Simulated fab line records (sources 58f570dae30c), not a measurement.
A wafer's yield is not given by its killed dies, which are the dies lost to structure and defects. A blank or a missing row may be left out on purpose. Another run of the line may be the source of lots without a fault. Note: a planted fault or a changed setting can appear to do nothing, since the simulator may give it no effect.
fab line records	flow berkeley_cmos170
record lots=5	wafers=15	last_day=11
route steps=331 shown V2@298 M3@309
lots that met no fault: taken from a fault-free run of the same line
start_h: the number of hours between the record's first day and the start of the first shown wafer of the lot	wait_h: how many hours have passed since the lot's step before this one	" repeats the value in the row above	L1.1+2: a row that stands for several wafers	- either no value or no given start	* or withheld: withheld	< > ~ a bound
route shown NAME@n: NAME is a module with steps in the file, n the number in the route of the first one	usual: mean/standard deviation taken from wafers without a fault	same: alike in all rows	chamber/n: place in a boat	sites: per-site readings	_std_site: their standard deviation	_edge_site: outer sites' mean less inner sites'	radius_mm: how far each site lies from the wafer's centre	mask NAME#n: copy n	behind: the last tool/chamber to shape the wafer	hold: why the lot was held/for how many hours/how that ended	device: transistor that didn't switch, given as n, p or np	end of line: the same wafers' tests at the end of the route	a step without rows: its recipe alone	killed: at the first sort, the dies lost to defects and structure; wafer yield is something else	map: dies across one wafer; x = killed, . = not, _ = none there
set.NAME: the setting that was run; set.NAME@STEP: the one run at that earlier step	model.NAME: the simulator's own value behind a step, which no gauge read
certain route steps with their lots: each step a table, each wafer a row
services: from which hour (start_h, from the record's first day; less than 0 if before it) a tool's chamber was out of use, for how many hours, and why
## steps
# step UCB170_V2_HMDS_06
# recipe prime_time_s=60	prime_temp_c=100
# step UCB170_V2_COAT_07
# recipe resist=KrF	spin_rpm=1500	resist_thk_nm=900
# step UCB170_V2_SOFTBAKE_08
# recipe resist=KrF	temp_c=130	time_s=60
# step UCB170_V2_EXPOSE_09
# recipe mask_id=VIA2	target_cd_nm=700	na=0.5	sigma_outer=0.6	source_shape=conventional	dose_mj=37
# step UCB170_V2_PEB_10
# recipe peb_temp_c=130	peb_time_s=withheld	resist=KrF
# step UCB170_V2_DEVELOP_11
# recipe developer=TMAH	develop_time_s=45	resist=KrF	dev_temp_c=21
# step UCB170_V2_CD_MEAS_12
# recipe target_cd_nm=700
# usual cd_nm=699.9/1.4
lot.wafer	tool	chamber	start_h	wait_h	cd_nm
L374.1	cd_sem-02	-	204.59	-	696.9
L374.5	"	-	"	"	697.3
L374.6	"	-	"	"	698.2
L377.1	cd_sem-02	-	222.94	-	700.1
L377.2	"	-	"	"	700.1
L377.3	"	-	"	"	699.9
L381.1	cd_sem-02	-	239.95	-	701.4
L381.3	"	-	"	"	700.6
L381.6	"	-	"	"	699.7
L384.1	cd_sem-01	-	259.61	-	700.1
L384.2	"	-	"	"	699.6
L384.3	"	-	"	"	699.7
L386.1	cd_sem-02	-	272.14	-	699.2
L386.2	"	-	"	"	701.9
L386.5	"	-	"	"	701.0
# step UCB170_V2_OVL_MEAS_13
# usual V2_OVL=-1/5.5
lot.wafer	tool	chamber	start_h	wait_h	V2_OVL[nm]
L374.1	overlay-02	-	204.71	0.1	-2
L374.5	"	-	"	"	-7
L374.6	"	-	"	"	3
L377.1	overlay-02	-	223.06	0.1	-8
L377.2	"	-	"	"	-10
L377.3	"	-	"	"	-9
L381.1	overlay-02	-	240.07	0.1	-1
L381.3	"	-	"	"	1
L381.6	"	-	"	"	1
L384.1	overlay-02	-	259.73	0.1	-10
L384.2	"	-	"	"	-12
L384.3	"	-	"	"	-11
L386.1	overlay-01	-	272.26	0.1	5
L386.2	"	-	"	"	4
L386.5	"	-	"	"	5
# step UCB170_V2_ETCH_14
# recipe chemistry=CHF3/CF4/Ar	target=SiO2	stop_on=Al	CHF3_flow_sccm=45	cf4_flow_sccm=15	Ar_flow_sccm=150	pressure_mtorr=200	rf_w=700	target_depth_a=12500	over_etch_frac=0.25	time_s=291
# usual drypump_motor_current_A=5.9/0.61	oes_product_au=0.874/0.015	throttle_valve_pct=6.92/0.13
# same over_etch_frac=0.25
lot.wafer	tool	chamber	start_h	wait_h	drypump_motor_current_A	oes_product_au	rf_hours_counter_h	throttle_valve_pct
L374.1	rie_diel-02	2	204.74	0.0	5.4	0.840	70	7.03
L374.5	"	2	"	"	5.4	0.843	-	7.02
L374.6	"	1	"	"	5.7	0.880	-	6.86
L377.1	rie_diel-01	1	223.10	0.0	5.3	0.883	80	6.73
L377.2	"	2	"	"	6.6	0.897	15	6.78
L377.3	"	3	"	"	6.3	0.877	67	7.01
L381.1	rie_diel-01	0	240.11	0.0	6.7	0.902	0	7.03
L381.3	"	2	"	"	6.6	0.891	16	6.79
L381.6	"	3	"	"	6.3	0.879	-	7.03
L384.1	rie_diel-02	2	259.77	0.0	5.4	0.846	73	7.03
L384.2	"	3	"	"	6.6	0.861	102	6.97
L384.3	"	1	"	"	5.7	0.871	81	6.89
L386.1	rie_diel-04	1	272.29	0.0	5.6	0.881	84	6.78
L386.2	"	3	"	"	6.3	0.884	113	7.07
L386.5	"	0	"	"	4.8	0.881	-	7.12
# step UCB170_V2_STRIP_15
# recipe chemistry=O2	power_w=400	pressure_mtorr=3500	platen_temp_c=withheld	o2_flow_sccm=400	overash_fraction=0.5
# usual drypump_motor_current_A=5.8/0.47	oes_product_au=0.722/0.0046	strip_time_to_endpoint_s=15.34/0.077
lot.wafer	tool	chamber	start_h	wait_h	drypump_motor_current_A	oes_product_au	rf_hours_counter_h	strip_time_to_endpoint_s
L374.1	plasma_asher-03	0	204.92	0.1	5.2	0.736	47	15.39
L374.5	"	1	"	"	5.4	0.717	-	15.38
L374.6	"	0	"	"	5.2	0.726	-	15.40
L377.1	plasma_asher-04	1	223.27	0.1	6.0	0.716	12	15.39
L377.2	"	0	"	"	6.2	0.723	12	15.24
L377.3	"	1	"	"	6.0	0.722	-	15.40
L381.1	plasma_asher-04	0	240.29	0.1	6.2	0.727	14	15.20
L381.3	"	1	"	"	5.9	0.720	-	15.17
L381.6	"	1	"	"	6.0	0.716	-	15.12
L384.1	plasma_asher-04	0	259.95	0.1	6.2	0.717	15	15.39
L384.2	"	1	"	"	5.9	0.722	15	15.38
L384.3	"	0	"	"	6.2	0.718	-	15.40
L386.1	plasma_asher-03	0	272.47	0.1	5.2	0.726	54	15.34
L386.2	"	1	"	"	5.3	0.725	54	15.25
L386.5	"	1	"	"	5.3	0.731	-	15.22
# step UCB170_V2_CD_MEAS_90
# recipe target_cd_nm=700
# usual cd_nm=700.0/1.4
lot.wafer	tool	chamber	start_h	wait_h	cd_nm
L374.1	cd_sem-02	-	205.02	0.1	697.4
L374.5	"	-	"	"	697.1
L374.6	"	-	"	"	698.7
L377.1	cd_sem-02	-	223.37	0.1	699.6
L377.2	"	-	"	"	701.4
L377.3	"	-	"	"	700.8
L381.1	cd_sem-01	-	240.39	0.1	702.0
L381.3	"	-	"	"	701.4
L381.6	"	-	"	"	700.0
L384.1	cd_sem-01	-	260.05	0.1	699.5
L384.2	"	-	"	"	699.9
L384.3	"	-	"	"	699.5
L386.1	cd_sem-02	-	272.57	0.1	699.7
L386.2	"	-	"	"	702.3
L386.5	"	-	"	"	700.1
# step UCB170_M3_PRE_CLEAN_00
# recipe gas=Ar	preclean_etch_time_s=60
# step UCB170_M3_SPUTTER_01
# recipe material=Al	target_thk_nm=900	time_s=120	power_w=6000	chamber_pressure_pa=0.5
# usual throttle_valve_pct=30.0/1.2
lot.wafer	tool	chamber	start_h	wait_h	throttle_valve_pct	model.Al_of_M3_SPUTTER_01.thk_nm
L374.1	pvd_sputter-03	-	205.21	0.0	29.5	896
L374.5	"	-	"	"	30.0	903.3
L374.6	"	-	"	"	29.6	900
L377.1	pvd_sputter-04	-	223.56	0.0	30.9	909.8
L377.2	"	-	"	"	32.2	910.5
L377.3	"	-	"	"	28.6	907.4
L381.1	pvd_sputter-03	-	240.57	0.0	28.7	896.1
L381.3	"	-	"	"	30.8	895.6
L381.6	"	-	"	"	28.8	897.7
L384.1	pvd_sputter-04	-	260.23	0.0	28.5	896.1
L384.2	"	-	"	"	31.8	1498
L384.3	"	-	"	"	30.9	897.5
L386.1	pvd_sputter-01	-	272.76	0.0	29.0	918
L386.2	"	-	"	"	28.7	917.6
L386.5	"	-	"	"	28.8	926
# step UCB170_M3_RS_MEAS_02
# recipe thk_meas_gauge=four-point-probe	reads=Al_of_M3_SPUTTER_01
# usual M3_AL_RS=0.0321/0.0003
lot.wafer	tool	chamber	start_h	wait_h	M3_AL_RS[ohm/sq]
L374.1	film_metro-04	-	205.29	0.0	0.0324
L374.5	"	-	"	"	0.0320
L374.6	"	-	"	"	0.0322
L377.1	film_metro-02	-	223.64	0.0	0.0317
L377.2	"	-	"	"	0.0318
L377.3	"	-	"	"	0.0319
L381.1	film_metro-04	-	240.66	0.0	0.0323
L381.3	"	-	"	"	0.0323
L381.6	"	-	"	"	0.0322
L384.1	film_metro-01	-	260.32	0.0	0.0323
L384.2	"	-	"	"	0.0192
L384.3	"	-	"	"	0.0322
L386.1	film_metro-04	-	272.84	0.0	0.0315
L386.2	"	-	"	"	0.0316
L386.5	"	-	"	"	0.0313
# step UCB170_M3_THK_MEAS_03
# recipe thk_meas_gauge=xrf	reads=Al_of_M3_SPUTTER_01
# usual M3_AL_THK=895/11
lot.wafer	tool	chamber	start_h	wait_h	M3_AL_THK[nm]
L374.1	film_metro-04	-	205.41	0.1	897
L374.5	"	-	"	"	904
L374.6	"	-	"	"	898
L377.1	film_metro-02	-	223.76	0.1	902
L377.2	"	-	"	"	899
L377.3	"	-	"	"	895
L381.1	film_metro-04	-	240.78	0.1	894
L381.3	"	-	"	"	898
L381.6	"	-	"	"	896
L384.1	film_metro-01	-	260.44	0.1	887
L384.2	"	-	"	"	1485
L384.3	"	-	"	"	886
L386.1	film_metro-04	-	272.96	0.1	917
L386.2	"	-	"	"	916
L386.5	"	-	"	"	925
# step UCB170_M3_HMDS_04
# recipe prime_time_s=60	prime_temp_c=100
# step UCB170_M3_COAT_05
# recipe resist=KrF	spin_rpm=1500	resist_thk_nm=900
# step UCB170_M3_SOFTBAKE_06
# recipe resist=KrF	temp_c=130	time_s=60
# step UCB170_M3_STRIP_07
# recipe chemistry=O2	power_w=400	pressure_mtorr=3500	platen_temp_c=withheld	o2_flow_sccm=400	overash_fraction=0.5
# usual drypump_motor_current_A=5.7/0.49	oes_product_au=0.735/0.0047	strip_time_to_endpoint_s=21.95/0.064
lot.wafer	tool	chamber	start_h	wait_h	drypump_motor_current_A	oes_product_au	rf_hours_counter_h	strip_time_to_endpoint_s
L374.1	plasma_asher-04	0	206.44	0.1	6.3	0.737	10	21.99
L374.5	"	0	"	"	6.2	0.732	-	21.98
L374.6	"	1	"	"	6.0	0.736	-	22.01
L377.1	plasma_asher-03	1	224.27	0.1	5.4	0.736	49	21.87
L377.2	"	0	"	"	5.2	0.733	49	21.93
L377.3	"	1	"	"	5.4	0.734	-	21.81
L381.1	plasma_asher-04	1	241.36	0.1	6.0	0.730	14	21.89
L381.3	"	0	"	"	6.2	0.736	-	21.83
L381.6	"	0	"	"	6.2	0.738	-	21.84
L384.1	plasma_asher-01	1	260.95	0.1	6.2	0.733	56	21.98
L384.2	"	0	"	"	5.1	0.735	56	22.05
L384.3	"	1	"	"	6.3	0.738	-	22.04
L386.1	plasma_asher-01	0	273.47	0.1	5.1	0.733	57	21.79
L386.2	"	1	"	"	6.3	0.733	57	21.86
L386.5	"	1	"	"	6.3	0.741	-	21.87
# step UCB170_M3_STRIP_08
# recipe chemistry=DMSO	temp_c=80	time_s=600	material=KrF
# step UCB170_M3_COAT_09
# recipe resist=BARC	temp_c=withheld	time_s=withheld	spin_rpm=3000	resist_thk_nm=withheld
# step UCB170_M3_COAT_10
# recipe resist=KrF	spin_rpm=1500	resist_thk_nm=900
# step UCB170_M3_SOFTBAKE_11
# recipe resist=KrF	temp_c=130	time_s=60
# step UCB170_M3_EXPOSE_12
# recipe mask_id=METAL3	target_cd_nm=700	na=0.5	sigma_outer=0.6	source_shape=conventional	dose_mj=26
# step UCB170_M3_PEB_13
# recipe peb_temp_c=130	peb_time_s=withheld	resist=KrF
# step UCB170_M3_DEVELOP_14
# recipe developer=TMAH	develop_time_s=45	resist=KrF	dev_temp_c=21
# step UCB170_M3_CD_MEAS_15
# recipe target_cd_nm=700
# usual cd_nm=699.4/1.4
lot.wafer	tool	chamber	start_h	wait_h	cd_nm
L374.1	cd_sem-02	-	209.11	-	700.0
L374.5	"	-	"	"	699.9
L374.6	"	-	"	"	699.0
L377.1	cd_sem-02	-	225.39	-	700.1
L377.2	"	-	"	"	698.9
L377.3	"	-	"	"	699.2
L381.1	cd_sem-02	-	242.81	-	699.4
L381.3	"	-	"	"	700.0
L381.6	"	-	"	"	700.4
L384.1	cd_sem-01	-	262.47	-	697.0
L384.2	"	-	"	"	699.9
L384.3	"	-	"	"	701.4
L386.1	cd_sem-02	-	274.73	-	697.8
L386.2	"	-	"	"	697.6
L386.5	"	-	"	"	697.6
# step UCB170_M3_OVL_MEAS_16
# usual M3_OVL=5/5.7
lot.wafer	tool	chamber	start_h	wait_h	M3_OVL[nm]
L374.1	overlay-02	-	209.23	0.1	5
L374.5	"	-	"	"	4
L374.6	"	-	"	"	-4
L377.1	overlay-02	-	225.51	0.1	6
L377.2	"	-	"	"	8
L377.3	"	-	"	"	6
L381.1	overlay-01	-	242.93	0.1	5
L381.3	"	-	"	"	10
L381.6	"	-	"	"	15
L384.1	overlay-01	-	262.59	0.1	3
L384.2	"	-	"	"	0
L384.3	"	-	"	"	5
L386.1	overlay-02	-	274.85	0.1	0
L386.2	"	-	"	"	-10
L386.5	"	-	"	"	-1
# step UCB170_M3_ETCH_17
# recipe chemistry=N2/H2	target_depth_a=withheld	overetch_a=withheld	target=BARC	time_s=withheld	source_w=500	bias_w=100	pressure_mtorr=30	n2_flow_sccm=100	h2_flow_sccm=200
# usual drypump_motor_current_A=5.9/0.56	oes_product_au=1.009/0.014	throttle_valve_pct=13.27/0.17
lot.wafer	tool	chamber	start_h	wait_h	drypump_motor_current_A	oes_product_au	throttle_valve_pct
L374.1	rie_diel-01	2	209.27	0.0	6.6	1.032	13.02
L374.5	"	3	"	"	6.3	1.024	13.33
L374.6	"	2	"	"	6.6	1.030	13.04
L377.1	rie_diel-04	1	225.55	0.0	5.6	1.005	13.08
L377.2	"	2	"	"	6.7	0.995	13.05
L377.3	"	2	"	"	6.7	0.989	13.07
L381.1	rie_diel-03	0	242.97	0.0	5.8	1.011	13.32
L381.3	"	1	"	"	5.8	0.993	13.34
L381.6	"	1	"	"	5.8	1.001	13.34
L384.1	rie_diel-03	0	262.63	0.0	5.9	1.010	13.31
L384.2	"	3	"	"	6.0	1.040	13.42
L384.3	"	1	"	"	5.7	1.003	13.33
L386.1	rie_diel-03	1	274.88	0.0	5.7	1.017	13.35
L386.2	"	2	"	"	5.5	1.012	13.26
L386.5	"	2	"	"	5.5	1.011	13.25
# step UCB170_M3_METAL_ETCH_18
# recipe chemistry=Cl2/BCl3	target=Al	stop_on=SiO2	pressure_mtorr=12	target_depth_a=11700	over_etch_frac=0.3	time_s=195	icp_w=600	bias_w=120	Cl2_flow_sccm=90	bcl3_flow_sccm=45
# usual drypump_motor_current_A=6.0/0.36	oes_product_au=0.857/0.013	throttle_valve_pct=24.29/0.1
# same over_etch_frac=0.3
lot.wafer	tool	chamber	start_h	wait_h	drypump_motor_current_A	oes_product_au	rf_hours_counter_h	throttle_valve_pct
L374.1	rie_metal-04	0	209.31	-	6.1	0.832	2.8	24.39
L374.5	"	1	"	"	6.5	0.864	-	24.32
L374.6	"	0	"	"	6.1	0.847	-	24.40
L377.1	rie_metal-04	1	225.61	-	6.5	0.855	6.5	24.33
L377.2	"	0	"	"	6.1	0.852	3.0	24.39
L377.3	"	0	"	"	6.1	0.848	-	24.40
L381.1	rie_metal-04	0	243.01	-	6.1	0.852	3.6	24.38
L381.3	"	0	"	"	6.1	0.838	-	24.39
L381.6	"	1	"	"	6.5	0.854	-	24.34
L384.1	rie_metal-03	1	262.67	-	6.0	0.870	4.5	24.35
L384.2	"	0	"	"	5.5	0.993	10.6	24.21
L384.3	"	1	"	"	6.0	0.869	-	24.35
L386.1	rie_metal-02	1	274.93	-	6.3	0.851	6.9	24.18
L386.2	"	0	"	"	5.5	0.870	5.8	24.10
L386.5	"	0	"	"	5.5	0.881	-	24.08
# step UCB170_M3_STRIP_19
# recipe chemistry=O2	power_w=400	pressure_mtorr=3500	platen_temp_c=withheld	o2_flow_sccm=400	overash_fraction=0.5
# usual drypump_motor_current_A=5.6/0.46	oes_product_au=0.538/0.012
lot.wafer	tool	chamber	start_h	wait_h	drypump_motor_current_A	oes_product_au	rf_hours_counter_h
L374.1	plasma_asher-04	1	209.50	0.1	5.9	0.549	11
L374.5	"	0	"	"	6.3	0.514	-
L374.6	"	1	"	"	6.0	0.544	-
L377.1	plasma_asher-03	1	225.80	0.1	5.3	0.532	50
L377.2	"	0	"	"	5.2	0.550	50
L377.3	"	0	"	"	5.2	0.555	-
L381.1	plasma_asher-03	1	243.20	0.1	5.3	0.546	51
L381.3	"	0	"	"	5.2	0.549	-
L381.6	"	0	"	"	5.2	0.524	-
L384.1	plasma_asher-03	1	262.86	0.1	5.3	0.525	53
L384.2	"	0	"	"	5.2	0.544	53
L384.3	"	1	"	"	5.3	0.525	-
L386.1	plasma_asher-01	0	275.11	0.1	5.1	0.528	57
L386.2	"	1	"	"	6.3	0.544	57
L386.5	"	0	"	"	5.1	0.552	-
# step UCB170_M3_PROBE_99
lot.wafer	tool	chamber	start_h	wait_h	model.etest.antenna_m3.short	model.etest.antenna_m3.over_limit	model.etest.antenna_m2.over_limit	model.etest.antenna_m2.short
L374.1+5+6	prober-02	-	209.84	0.1	0	0	0	0
L377.1+2+3	prober-02	-	226.14	0.1	0	0	0	0
L381.1+3+6	prober-01	-	243.54	0.1	0	0	0	0
L384.1+3	prober-02	-	263.20	0.1	0	0	0	0
L384.2	prober-02	-	263.25	0.1	1	1	1	1
L386.1+2+5	prober-01	-	275.45	0.1	0	0	0	0
# killed by level:class
L374.1 SILICIDE:geometric_particle:open=1 M3:geometric_particle:open=1
L374.5 ACTIVE:geometric_particle:short=1 GATE:geometric_particle:open=1 SILICIDE:geometric_particle:short=1 M2:geometric_particle:short=1
L374.6 FIELD:geometric_particle:open=1 SILICIDE:geometric_particle:short=1 CONTACT:geometric_particle:short=1 M2:geometric_particle:open=1
L377.1 WELLDRIVE:geometric_particle:short=1 FIELD:geometric_particle:open=1 GATE:geometric_particle:short=1
L377.2 CONTACT:geometric_particle:short=1 V2:geometric_particle:open=1
L377.3 SILICIDE:geometric_particle:short=1
L381.1 SCREENOX:geometric_particle:short=1 SILICIDE:geometric_particle:short=1 V2:geometric_particle:short=1
L381.3 M1:geometric_particle:short=1
L381.6 PWELL:geometric_particle:short=1 FIELD:geometric_particle:open=1 SCREENOX:geometric_particle:open=1 M3:geometric_particle:short=1
L386.1 ACTIVE:geometric_particle:short=1 SILICIDE:geometric_particle:open=1 V1:geometric_particle:short=1
L386.2 GATE:geometric_particle:open=1
L386.5 ACTIVE:geometric_particle:open=1 SACOX:geometric_particle:open=1
## services
tool	chamber	start_h	hours	kind
rie_diel-03	0	189.13	8.9	repair
pvd_sputter-01	3	204.91	-	consumable_replace:kit
pvd_sputter-01	3	204.91	18.0	scheduled_down
pvd_sputter-01	3	204.91	18.0	vent_cycle
rie_diel-01	0	210.72	-	clean
rie_diel-01	0	210.72	19.9	scheduled_down
rie_diel-01	0	210.72	19.9	vent_cycle
rie_metal-04	0	211.24	9.2	repair
plasma_asher-04	-	214.28	1.0	repair
rie_diel-04	0	215.85	-	clean
rie_diel-04	0	215.85	13.0	scheduled_down
rie_diel-04	0	215.85	13.0	vent_cycle
rie_diel-01	-	223.27	15.6	pm
rie_diel-02	1	230.48	1.2	repair
plasma_asher-04	-	231.52	2.8	pm
rie_diel-02	-	244.80	0.1	repair
rie_metal-02	1	264.61	8.1	repair
## key
first_sign step=UCB170_M3_RS_MEAS_02	reading=M3_AL_RS	direction=down	sigmas=42	usual=0.0321	struck=0.0192
effect step=UCB170_M3_THK_MEAS_03	reading=M3_AL_THK	direction=up	sigmas=53	usual=895	struck=1485
effect step=UCB170_M3_METAL_ETCH_18	reading=oes_product_au	direction=up	sigmas=10	usual=0.857	struck=0.993
model_effect step=UCB170_M3_SPUTTER_01	value=Al_of_M3_SPUTTER_01.thk_nm	without=904.3	struck=1498
model_effect step=UCB170_M3_PROBE_99	value=etest.antenna_m3.short	without=0	struck=1
met_at UCB170_M3_SPUTTER_01
struck_wafers L384.2
later_rows_left_out L384.2
sort_left_out L384.2
onset_between 223.56 260.23
fault kind=process_parameter_drift	tool=pvd_sputter-04	chamber=-	onset_h=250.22	steps=UCB170_M3_SPUTTER_01	channel=target_thk_nm	offset=593.87	shape=step	end_h=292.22	acts_in=these_recipes_only	stated=900	scope=struck_wafers_only
# sort_left_out: the simulated sort isn't trusted on such a fault, so these wafers' sort isn't shown, and their yield isn't known
# later_rows_left_out: the simulator's readings of these wafers behind a module that went badly wrong aren't trusted and aren't shown, but for the sort
